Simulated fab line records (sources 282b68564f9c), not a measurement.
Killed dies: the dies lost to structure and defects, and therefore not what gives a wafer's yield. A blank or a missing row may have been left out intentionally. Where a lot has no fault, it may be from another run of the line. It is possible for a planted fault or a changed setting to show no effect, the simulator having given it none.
Comparing a struck lot with a sound one | flow rit cmos | 18 steps out of a route of 202
Sound: the wafers L720.2, L720.3, L720.5. The struck wafers were L735.1, L735.3, L735.6. The cause is named last.
Order at every step that has rows: each side's tool, ch and its chambers, its first start. Under that, the readings that differ: sound wafers | struck wafers | difference of the means | sigmas: that difference in standard deviations of wafers without a fault.
alike: words and numbers the same on both sides, and readings whose means are apart by under 2 such deviations; not compared: readings that were withheld, readings missing a value for some wafer, numbers with overlapping values and no deviation given by the record, and bounds like >300 which may hide the same value.
A row with sigmas, a row that says differs or no value, or rows on one side alone: a step with any of these is where the two part. Numbers that have no deviation but don't overlap get no sigmas and don't part them. Lack of a reading on every wafer of one side parts them only where that side has two or more wafers.

first, 4 steps without rows for these wafers: RIT_NLDD_SOFTBAKE_02 (time 60 s); RIT_NLDD_EXPOSE_03 (exposes mask M7, target cd 40700 nm); RIT_NLDD_PEB_04; RIT_NLDD_DEVELOP_05 (develop time 50 s).
RIT_NLDD_OVL_MEAS_06:
  sound: overlay-02 at day 3 05:36; struck: overlay-01 at day 6 02:58
  alike: NLDD_OVL
then, 2 steps without rows for these wafers: RIT_NLDD_HARDBAKE_07 (time 60 s); RIT_NLDD_IMPLANT_08.
RIT_NLDD_STRIP_09: strips in O2, time 180 s.
  sound on plasma asher-04 ch 0,1, day 3 05:56; struck on plasma asher-04 ch 0,1, day 6 03:19
  alike: drypump motor current A
  not compared: rf hours counter h
RIT_NLDD_TW_MEAS_10:
  sound: film metro-02 at day 3 06:07; struck: film metro-03 at day 6 03:29
  alike: NLDD_TW
then, 3 steps without rows for these wafers: RIT_PLDD_HMDS_00 (prime time 60 s); RIT_PLDD_COAT_01 (resist thk 1000 nm); RIT_PLDD_SOFTBAKE_02 (time 60 s).
RIT_PLDD_EXPOSE_03: exposes mask M8, target cd 40900 nm.
  sound on iline stepper-02 ch 0, day 3 06:52; struck on iline stepper-01 ch 0, day 6 04:07
  reading                      | sound                   | struck            | difference | sigmas
  model.PLDD.overlay x nm (nm) | 0.08311 0.08311 0.08311 | 241.2 241.2 241.2 | +241.1     |
  alike: mask
then, 2 steps without rows for these wafers: RIT_PLDD_PEB_04; RIT_PLDD_DEVELOP_05 (develop time 50 s).
RIT_PLDD_OVL_MEAS_06:
  sound: overlay-02 at day 3 07:16; struck: overlay-02 at day 6 04:31
  reading       | sound         | struck            | difference | sigmas
  PLDD_OVL (nm) | 1.2 -1.0 -0.9 | 238.6 239.6 239.5 | +239.5     | +99 or more
then, 1 step without rows for these wafers: RIT_PLDD_HARDBAKE_07 (time 60 s).
RIT_M1_PROBE_99:
  sound: prober-01 at day 3 22:53; struck: prober-02 at day 6 19:45
  reading                        | sound          | struck         | difference | sigmas
  model.etest.pldd.width nm (nm) | 3198 3170 3177 | 3029 3039 3017 | -153       |
  alike: killed at contacts, killed at front end, killed dies, killed open, killed short

== WHERE THEY PART ==
At RIT_PLDD_OVL_MEAS_06 and nowhere else, as far as this record goes. Later steps at which nothing parts them and some readings are alike: RIT_M1_PROBE_99.

WHY: the cause the simulator had injected
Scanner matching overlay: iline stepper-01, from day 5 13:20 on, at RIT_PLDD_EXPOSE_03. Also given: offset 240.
